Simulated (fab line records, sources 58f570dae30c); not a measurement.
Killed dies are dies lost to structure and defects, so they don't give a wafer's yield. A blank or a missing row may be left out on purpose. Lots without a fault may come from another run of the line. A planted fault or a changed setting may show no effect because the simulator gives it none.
Which tool did it? | flow berkeley_cmos170 | 14 lots, 42 wafers sampled, at 1 step of a route of 331

WHAT THE GAUGES READ, wafer by wafer
UCB170_V1_CD_MEAS_90: target cd 700 nm. Usual: cd_nm 700.1 nm, standard deviation 1.2.
lot  | measured     | on        | cd_nm (nm)        | flag
L742 | day 9 02:35  | cd_sem-02 | 701.2 701.7 700.6 |
L743 | day 9 10:07  | cd_sem-01 | 697.9 698.7 700.8 |
L744 | day 9 11:20  | cd_sem-01 | 701.6 701.6 701.5 |
L747 | day 10 11:53 | cd_sem-02 | 700.5 698.9 698.9 |
L751 | day 10 21:02 | cd_sem-02 | 701.5 701.4 699.2 |
L753 | day 11 07:51 | cd_sem-02 | 698.9 699.4 700.1 |
L755 | day 11 10:38 | cd_sem-02 | 702.8 702.1 701.6 |
L758 | day 11 12:17 | cd_sem-01 | 700.8 699.6 700.4 |
L759 | day 11 20:35 | cd_sem-01 | 697.8 699.3 699.6 |
L756 | day 11 20:50 | cd_sem-02 | 699.5 699.5 699.7 |
L760 | day 12 01:41 | cd_sem-02 | 700.5 701.2 701.2 |
L761 | day 13 02:44 | cd_sem-01 | 699.7 701.5 701.1 |
L762 | day 13 02:59 | cd_sem-01 | 698.1 697.9 698.9 |
L764 | day 13 03:29 | cd_sem-01 | 700.4 700.8 701.5 |

WHICH TOOL RAN EACH LOT (tool, then ch and the chambers of the sampled wafers, then the start)
The record holds no process step before these readings.

WHAT THE TOOLS THEMSELVES READ (means of the sampled wafers that have a number; where no wafer has one, the mark that the record gives instead)
The record holds no such reading with a usual standard deviation.

THE ANSWER, worked out from the rows above alone
Rule: a lot is off if the mean of its wafers that have a number lies more than 3 standard deviations from the usual mean. A lot without any number at a reading at which 4 lots or more have one is off too. The other lots that the step has rows for count as sound. The gauges are gone through in route order, then the tools' own readings, and for those a lot's mean is taken as printed above. The first step at which some lot is off is used, and at that step the reading that is off furthest; a lot without a number counts as furthest.
No lot is off at any reading shown: from this, nothing can be told.

WHAT THE SIMULATOR HAD PUT IN
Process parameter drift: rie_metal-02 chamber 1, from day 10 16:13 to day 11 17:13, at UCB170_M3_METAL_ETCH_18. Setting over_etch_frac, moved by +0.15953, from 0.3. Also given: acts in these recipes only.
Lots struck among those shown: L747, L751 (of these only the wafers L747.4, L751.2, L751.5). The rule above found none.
